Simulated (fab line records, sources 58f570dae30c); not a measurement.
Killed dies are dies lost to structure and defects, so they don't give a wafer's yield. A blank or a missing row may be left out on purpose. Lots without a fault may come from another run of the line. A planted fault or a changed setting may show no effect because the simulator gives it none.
fab line records | flow berkeley_cmos170
record lots=6 wafers=18 last_day=12
route steps=331 shown V2@295
lots that met no fault: from a run of the same line without faults
start_h: hours from the record's first day to the start of the lot's first wafer shown | wait_h: hours since the lot's step before | " the same as in the row above | L1.1+2: a row that stands for several wafers | - no value, or no start given | * or withheld: withheld | < > ~ a bound
route shown NAME@n: a module of which the file shows steps, and the number in the route of the first | usual: mean/standard deviation of fault-free wafers | same: alike in all rows | chamber/n: place in a boat | sites: the reading at each site | _std_site: their standard deviation | _edge_site: outer sites' mean less inner sites' | radius_mm: how far each site lies from the wafer's centre | mask NAME#n: copy n | behind: the tool/chamber that last shaped the wafer | hold: why the lot was held/for how many hours/how that ended | device: the transistor (n, p or np) that didn't switch | end of line: the same wafers' tests at the end of the route | a step without rows: its recipe alone | killed: dies lost to structure and defects at the first sort, not the wafer's yield | map: a wafer's dies, x killed, . not, _ none there
set.NAME: the setting as run; set.NAME@STEP: as run at that earlier step | model.NAME: the simulator's own value behind a step, which no gauge read
lots at some steps of the route; a table a step, a row a wafer
services: from which hour (start_h, from the record's first day; less than 0 if before it) a tool's chamber was out of use, for how many hours, and why
## steps
# step UCB170_V2_BOW_MEAS_03
# recipe mode=bow
# usual V2_BOW=38/7.3
# columns lot.wafer tool chamber start_h wait_h V2_BOW[um]
L446.2 film_metro-04 - 172.53 0.3 42
L446.3 " - " " 43
L446.5 " - " " 31
L452.2 film_metro-04 - 201.74 0.2 41
L452.3 " - " " 42
L452.5 " - " " 42
L451.2 film_metro-01 - 202.13 0.3 55
L451.4 " - " " 37
L451.6 " - " " 35
L453.1 film_metro-01 - 212.95 0.2 35
L453.4 " - " " 29
L453.5 " - " " 32
L462.2 film_metro-02 - 266.74 0.2 37
L462.4 " - " " 36
L462.6 " - " " 42
L464.1 film_metro-04 - 277.11 0.1 33
L464.3 " - " " 29
L464.6 " - " " 19
# step UCB170_V2_THK_MEAS_04
# recipe reads=SiO2_of_V2_CVD_00
# usual V2_POLISHED_THK=1000.3/1.2
# columns lot.wafer tool chamber start_h wait_h V2_POLISHED_THK[nm]
L446.2 film_metro-04 - 172.64 0.1 1000.5
L446.3 " - " " 1000.6
L446.5 " - " " 999.1
L452.2 film_metro-04 - 201.85 0.1 1002.2
L452.3 " - " " 1000.7
L452.5 " - " " 1000.7
L451.2 film_metro-01 - 202.24 0.1 1000.5
L451.4 " - " " 999.9
L451.6 " - " " 999.3
L453.1 film_metro-01 - 213.07 0.1 999.3
L453.4 " - " " 996.8
L453.5 " - " " 997.2
L462.2 film_metro-02 - 266.85 0.1 998.3
L462.4 " - " " 1000.0
L462.6 " - " " 998.6
L464.1 film_metro-04 - 277.23 0.1 1000.2
L464.3 " - " " 1001.7
L464.6 " - " " 1001.8
# step UCB170_V2_CLEAN_05
# recipe chemistry=DIW
# step UCB170_V2_HMDS_06
# recipe prime_time_s=60 prime_temp_c=100
# step UCB170_V2_COAT_07
# recipe resist=KrF spin_rpm=1500 resist_thk_nm=900
# step UCB170_V2_SOFTBAKE_08
# recipe resist=KrF temp_c=130 time_s=60
# step UCB170_V2_EXPOSE_09
# recipe mask_id=VIA2 target_cd_nm=700 na=0.5 sigma_outer=0.6 source_shape=conventional dose_mj=37
# step UCB170_V2_PEB_10
# recipe peb_temp_c=130 peb_time_s=withheld resist=KrF
# step UCB170_V2_DEVELOP_11
# recipe developer=TMAH develop_time_s=45 resist=KrF dev_temp_c=21
# step UCB170_V2_CD_MEAS_12
# recipe target_cd_nm=700
# usual cd_nm=699.5/1.3
# columns lot.wafer tool chamber start_h wait_h cd_nm
L446.2 cd_sem-02 - 173.73 - 699.5
L446.3 " - " " 699.0
L446.5 " - " " 700.2
L452.2 cd_sem-02 - 203.21 - 699.5
L452.3 " - " " 698.6
L452.5 " - " " 698.0
L451.2 cd_sem-01 - 203.45 - 697.6
L451.4 " - " " 700.3
L451.6 " - " " 699.8
L453.1 cd_sem-01 - 214.44 - 700.5
L453.4 " - " " 700.6
L453.5 " - " " 700.5
L462.2 cd_sem-02 - 268.07 - 697.5
L462.4 " - " " 699.9
L462.6 " - " " 700.3
L464.1 cd_sem-02 - 278.68 - 700.0
L464.3 " - " " 699.5
L464.6 " - " " 699.0
# step UCB170_V2_OVL_MEAS_13
# usual V2_OVL=5/6.1
# columns lot.wafer tool chamber start_h wait_h V2_OVL[nm]
L446.2 overlay-01 - 173.84 0.1 3
L446.3 " - " " 9
L446.5 " - " " 16
L452.2 overlay-02 - 203.32 0.1 7
L452.3 " - " " 5
L452.5 " - " " 0
L451.2 overlay-01 - 203.56 0.1 -2
L451.4 " - " " 0
L451.6 " - " " -3
L453.1 overlay-02 - 214.56 0.1 3
L453.4 " - " " -4
L453.5 " - " " -1
L462.2 overlay-01 - 268.18 0.1 13
L462.4 " - " " 3
L462.6 " - " " 2
L464.1 overlay-01 - 278.80 0.1 -9
L464.3 " - " " -7
L464.6 " - " " -2
# step UCB170_V2_ETCH_14
# recipe chemistry=CHF3/CF4/Ar target=SiO2 stop_on=Al CHF3_flow_sccm=45 cf4_flow_sccm=15 Ar_flow_sccm=150 pressure_mtorr=200 rf_w=700 target_depth_a=12500 over_etch_frac=0.25 time_s=291
# usual drypump_motor_current_A=5.8/0.39 oes_product_au=0.875/0.013 throttle_valve_pct=6.90/0.11
# columns lot.wafer tool chamber start_h wait_h drypump_motor_current_A oes_product_au rf_hours_counter_h throttle_valve_pct
L446.2 rie_diel-04 3 173.87 0.0 6.3 0.878 86 6.93
L446.3 " 2 " " 5.8 0.880 135 7.09
L446.5 " 1 " " 5.8 0.874 - 6.97
L452.2 rie_diel-02 1 203.35 0.0 5.6 0.857 8 6.73
L452.3 " 2 " " 5.8 0.865 36 6.84
L452.5 " 3 " " 5.8 0.891 - 7.01
L451.2 rie_diel-01 0 203.59 0.0 5.3 0.866 22 6.83
L451.4 " 3 " " 5.2 0.886 16 7.05
L451.6 " 3 " " 5.2 0.886 - 7.06
L453.1 rie_diel-02 0 214.60 0.0 5.7 0.894 7 6.83
L453.4 " 1 " " 5.6 0.851 8 6.71
L453.5 " 2 " " 5.8 0.872 - 6.84
L462.2 rie_diel-02 0 268.21 0.0 5.8 0.890 9 6.82
L462.4 " 3 " " 5.8 0.896 115 7.01
L462.6 " 3 " " 5.8 0.888 - 7.01
L464.1 rie_diel-02 0 278.83 0.0 5.8 0.883 10 6.81
L464.3 " 1 " " 5.6 0.848 12 6.72
L464.6 " 0 " " 5.8 0.890 - 6.80
# step UCB170_V2_STRIP_15
# recipe chemistry=O2 power_w=400 pressure_mtorr=3500 platen_temp_c=withheld o2_flow_sccm=400 overash_fraction=0.5
# usual chamber_pressure_mTorr=3500/3.2 drypump_motor_current_A=5.6/0.37 oes_product_au=0.721/0.0051 strip_time_to_endpoint_s=15.38/0.1
# columns lot.wafer tool chamber start_h wait_h chamber_pressure_mTorr drypump_motor_current_A oes_product_au rf_hours_counter_h strip_time_to_endpoint_s model.KrF_of_V2_COAT_07.thk_nm
L446.2 plasma_asher-02 1 174.04 0.1 3501 5.2 0.718 46 15.31 0
L446.3 " 0 " " 3497 5.7 0.718 - 15.26 0
L446.5 " 1 " " 3503 5.2 0.729 - 15.53 0
L452.2 plasma_asher-01 1 203.53 0.1 - - - - - 615.7
L452.3 " 0 " " - - - - - 607.7
L452.5 " 1 " " - - - - - 613.1
L451.2 plasma_asher-04 0 203.77 0.1 - - - - - 616.5
L451.4 " 0 " " - - - - - 622
L451.6 " 1 " " - - - - - 616.7
L453.1 plasma_asher-04 1 214.78 0.1 3501 6.2 0.713 47 15.37 0
L453.4 " 0 " " 3497 5.3 0.714 - 15.44 0
L453.5 " 0 " " 3494 5.3 0.721 - 15.46 0
L462.2 plasma_asher-02 1 268.39 0.1 3505 5.2 0.723 56 15.29 0
L462.4 " 0 " " 3498 5.7 0.715 - 15.52 0
L462.6 " 1 " " 3498 5.2 0.722 - 15.54 0
L464.1 plasma_asher-02 0 279.01 0.1 3502 5.7 0.716 57 15.25 0
L464.3 " 1 " " 3501 5.2 0.733 - 15.48 0
L464.6 " 1 " " 3502 5.1 0.715 - 15.21 0
# step UCB170_V2_CD_MEAS_90
# recipe target_cd_nm=700
# usual cd_nm=699.5/1.5
# columns lot.wafer tool chamber start_h wait_h cd_nm
L446.2 cd_sem-02 - 174.16 0.1 699.3
L446.3 " - " " 699.2
L446.5 " - " " 700.2
L452.2 cd_sem-02 - 203.65 0.1 698.7
L452.3 " - " " 699.0
L452.5 " - " " 699.8
L451.2 cd_sem-01 - 203.89 0.1 697.5
L451.4 " - " " 699.9
L451.6 " - " " 700.3
L453.1 cd_sem-01 - 214.88 0.1 700.1
L453.4 " - " " 700.1
L453.5 " - " " 700.4
L462.2 cd_sem-02 - 268.51 0.1 697.4
L462.4 " - " " 700.7
L462.6 " - " " 701.6
L464.1 cd_sem-01 - 279.11 0.1 699.1
L464.3 " - " " 699.9
L464.6 " - " " 698.9
## services
# columns tool chamber start_h hours kind
rie_diel-04 3 156.15 16.7 repair
rie_diel-04 0 161.49 2.4 repair
rie_diel-02 3 176.94 2.9 repair
rie_diel-04 2 177.69 3.3 repair
plasma_asher-04 - 188.00 1.8 repair
rie_diel-02 1 222.92 5.3 repair
rie_diel-01 2 228.55 4.9 repair
rie_diel-04 2 246.76 - clean
rie_diel-04 2 246.76 17.5 scheduled_down
rie_diel-04 2 246.76 17.5 vent_cycle
rie_diel-04 0 262.54 5.9 repair
plasma_asher-01 - 266.16 2.8 pm
## key
first_sign step=UCB170_V2_STRIP_15 reading=tool_record direction=missing
effect none on later readings
model_effect step=UCB170_V2_STRIP_15 value=KrF_of_V2_COAT_07.thk_nm without=0 struck=615.3
met_at UCB170_V2_STRIP_15
struck_wafers L451.2,L451.4,L451.6,L452.2,L452.3,L452.5
later_rows_left_out L451.2,L451.4,L451.6,L452.2,L452.3,L452.5
sort_left_out L451.2,L451.4,L451.6,L452.2,L452.3,L452.5
fault kind=skipped_step_whole tool=plasma_asher-01,plasma_asher-04 chamber=- onset_h=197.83 steps=UCB170_V2_STRIP_15 scope=struck_lots_only
# sort_left_out: the simulated sort isn't trusted on such a fault, so these wafers' sort isn't shown, and their yield isn't known
# later_rows_left_out: the simulator's readings of these wafers behind a module that went badly wrong aren't trusted and aren't shown, but for the sort
